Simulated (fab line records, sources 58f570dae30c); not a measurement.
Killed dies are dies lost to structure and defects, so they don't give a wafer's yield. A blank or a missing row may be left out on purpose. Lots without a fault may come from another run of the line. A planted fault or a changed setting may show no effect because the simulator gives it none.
A struck lot beside a sound one | flow berkeley_cmos170 | 17 steps out of a route of 331
Sound: wafers L872.1, L872.2, L872.6. Struck: wafers L888.2, L888.3, L888.4. The cause comes at the end.
At each step with rows: each side's tool, then ch and its chambers, then its first start. Under that, the readings that differ: sound wafers | struck wafers | difference of the means | sigmas: that difference in standard deviations of wafers without a fault.
alike: readings whose means differ by less than 2 such deviations, and words and numbers that are the same on both sides. not compared: withheld readings, readings that some wafer has no value for, bounds like >300 that may hide the same value, and numbers for which the record gives no deviation and whose values overlap.
The two part at a step that has a row with sigmas, a row that says differs or no value, or rows on one side only. Numbers that don't overlap but have no deviation are shown without sigmas and don't part them. A reading that every wafer of one side lacks parts them only if that side has two wafers or more.

first, 3 steps without rows for these wafers: UCB170_ACTIVE_EXPOSE_10 (exposes mask ACTIVE, target cd 1200 nm); UCB170_ACTIVE_PEB_11; UCB170_ACTIVE_DEVELOP_12 (develop time 45 s).
UCB170_ACTIVE_CD_MEAS_13: target cd 1200 nm.
  sound on cd_sem-02, day 5 16:29; struck on cd_sem-02, day 9 06:41
  alike: cd_nm
UCB170_ACTIVE_OVL_MEAS_14:
  sound on overlay-01, day 5 16:37; struck on overlay-02, day 9 06:48
  alike: ACTIVE_OVL
UCB170_ACTIVE_ETCH_15: etches Si3N4 in CH3F/Ar/O2, stops on SiO2, target depth 242 nm, time 155.6 s.
  sound on rie_diel-01 ch 0,2,3, day 5 16:39; struck on rie_diel-01 ch 0,1,3, day 9 06:50
  alike: drypump_motor_current_A, oes_product_au, throttle_valve_pct
  not compared: rf_hours_counter_h
UCB170_ACTIVE_STRIP_16: strips in O2.
  sound on plasma_asher-04 ch 0,1, day 5 16:45; struck on plasma_asher-04 ch 0,1, day 9 06:56
  reading                      | sound             | struck            | difference | sigmas
  strip_time_to_endpoint_s (s) | 17.90 17.72 17.83 | 17.95 18.04 17.86 | +0.13      | +2
  alike: drypump_motor_current_A, oes_product_au
  not compared: rf_hours_counter_h
UCB170_ACTIVE_CD_MEAS_90: target cd 1200 nm.
  sound on cd_sem-02, day 5 16:55; struck on cd_sem-02, day 9 07:03
  alike: cd_nm
then, 4 steps without rows for these wafers: UCB170_ACTIVE_CLEAN_17 (cleans in SPM, time 600 s); UCB170_PFIELD_HMDS_00 (prime time 60 s); UCB170_PFIELD_COAT_01 (resist thk 900 nm); UCB170_PFIELD_SOFTBAKE_02 (time 60 s).
UCB170_PFIELD_EXPOSE_03: exposes mask PFIELD, target cd 1500 nm.
  sound on krf_scanner-01 ch 0, day 5 18:02; struck on krf_scanner-01 ch 0, day 9 07:47
  reading                        | sound             | struck            | difference | sigmas
  model.PFIELD.overlay_x_nm (nm) | 3.991 3.991 3.991 | 259.7 259.7 259.7 | +255.7     |
  alike: mask
then, 2 steps without rows for these wafers: UCB170_PFIELD_PEB_04; UCB170_PFIELD_DEVELOP_05 (develop time 45 s).
UCB170_PFIELD_OVL_MEAS_06:
  sound on overlay-01, day 5 18:46; struck on overlay-01, day 9 08:22
  reading         | sound  | struck      | difference | sigmas
  PFIELD_OVL (nm) | -2 3 3 | 256 257 253 | +254       | +45
  not compared: hold
UCB170_M3_PROBE_99:
  the record has rows for the sound wafers here (prober-01, day 9 07:16) and none for the struck ones

WHERE THEY PART
First at UCB170_ACTIVE_STRIP_16; last, within this record, at UCB170_M3_PROBE_99.

WHY: what the simulator had put in
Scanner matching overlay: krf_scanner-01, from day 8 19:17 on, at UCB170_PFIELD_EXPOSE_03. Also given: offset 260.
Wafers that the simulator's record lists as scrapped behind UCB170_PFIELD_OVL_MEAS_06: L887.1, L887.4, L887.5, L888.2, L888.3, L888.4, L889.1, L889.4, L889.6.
